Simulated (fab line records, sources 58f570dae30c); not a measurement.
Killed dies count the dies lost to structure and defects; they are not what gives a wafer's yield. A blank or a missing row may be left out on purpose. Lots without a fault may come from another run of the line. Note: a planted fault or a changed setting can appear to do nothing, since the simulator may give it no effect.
Which tool was responsible? / flow berkeley cmos170 / 10 lots, 30 wafers sampled, at 2 steps of a route of 331

== WHAT THE GAUGES SHOWED, per wafer ==
UCB170_GATE_OVL_MEAS_13.
lot=L955; measured=day 7 02:22; on=overlay-01; GATE_OVL (nm)=-5 -1 -2
lot=L956; measured=day 7 21:37; on=overlay-01; GATE_OVL (nm)=0 1 -1
lot=L957; measured=day 7 22:05; on=overlay-01; GATE_OVL (nm)=5 0 -2
lot=L958; measured=day 7 22:20; on=overlay-02; GATE_OVL (nm)=-12 -5 -3
lot=L959; measured=day 8 06:24; on=overlay-02; GATE_OVL (nm)=1 6 5
lot=L960; measured=day 9 06:51; on=overlay-02; GATE_OVL (nm)=0 -2 -6
lot=L967; measured=day 10 05:14; on=overlay-02; GATE_OVL (nm)=330 327 324
lot=L970; measured=day 11 08:00; on=overlay-02; GATE_OVL (nm)=324 317 320
lot=L973; measured=day 11 18:02; on=overlay-01; GATE_OVL (nm)=-1 -1 -7
lot=L975; measured=day 12 05:47; on=overlay-02; GATE_OVL (nm)=-4 0 -8

== TOOL THAT RAN EACH LOT (tool first, then ch and the chambers of the sampled wafers, then the start) ==
lot=L955; UCB170_GATE_EXPOSE_09=krf scanner-02 ch 0, day 7 01:52
lot=L956; UCB170_GATE_EXPOSE_09=krf scanner-01 ch 0, day 7 21:07
lot=L957; UCB170_GATE_EXPOSE_09=krf scanner-02 ch 0, day 7 21:23
lot=L958; UCB170_GATE_EXPOSE_09=krf scanner-01 ch 0, day 7 21:34
lot=L959; UCB170_GATE_EXPOSE_09=krf scanner-02 ch 0, day 8 05:54
lot=L960; UCB170_GATE_EXPOSE_09=krf scanner-01 ch 0, day 9 06:21
lot=L967; UCB170_GATE_EXPOSE_09=krf scanner-02 ch 0, day 10 04:44
lot=L970; UCB170_GATE_EXPOSE_09=krf scanner-02 ch 0, day 11 07:32
lot=L973; UCB170_GATE_EXPOSE_09=krf scanner-01 ch 0, day 11 17:10
lot=L975; UCB170_GATE_EXPOSE_09=krf scanner-01 ch 0, day 12 05:17
- UCB170_GATE_EXPOSE_09: exposes mask POLY, target cd 350 nm.

== THE ANSWER, worked out from the rows above alone ==
Rule: the usual values come from the lots themselves. Put in order of their means at a reading, lots are off if they are a third of the lots or fewer, leave a main group of 4 or more, and stand apart from it by a gap of 3 or more times the standard deviation of the main group's means; of several such gaps the widest counts. A main group whose means are all the same, to the digits that the tables above print for the reading, isn't used. A lot without any number at a reading at which 4 lots or more have one is off too. All remaining lots with rows at the step are treated as sound.
Off: L967, L970, seen at UCB170_GATE_OVL_MEAS_13 (GATE_OVL). Mean -2 nm and standard deviation 3.1 in the main group.
A tool fits if, at a process step before that reading, it ran every lot that is off, and no sound lot after the first of them. Gauges at UCB170_GATE_OVL_MEAS_13: tried the same way as those tools. One fits: UCB170_GATE_EXPOSE_09 on krf scanner-02. Its last sound lot is L959 (day 8 05:54), its first lot that is off L967 (day 10 04:44): a fault that began between those two fits.

== WHAT THE SIMULATOR HAD INSERTED ==
Scanner matching overlay: krf scanner-02, from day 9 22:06 on, at UCB170_GATE_EXPOSE_09. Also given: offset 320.
Shown lots that were struck: L967, L970. The rule above reached the same finding.
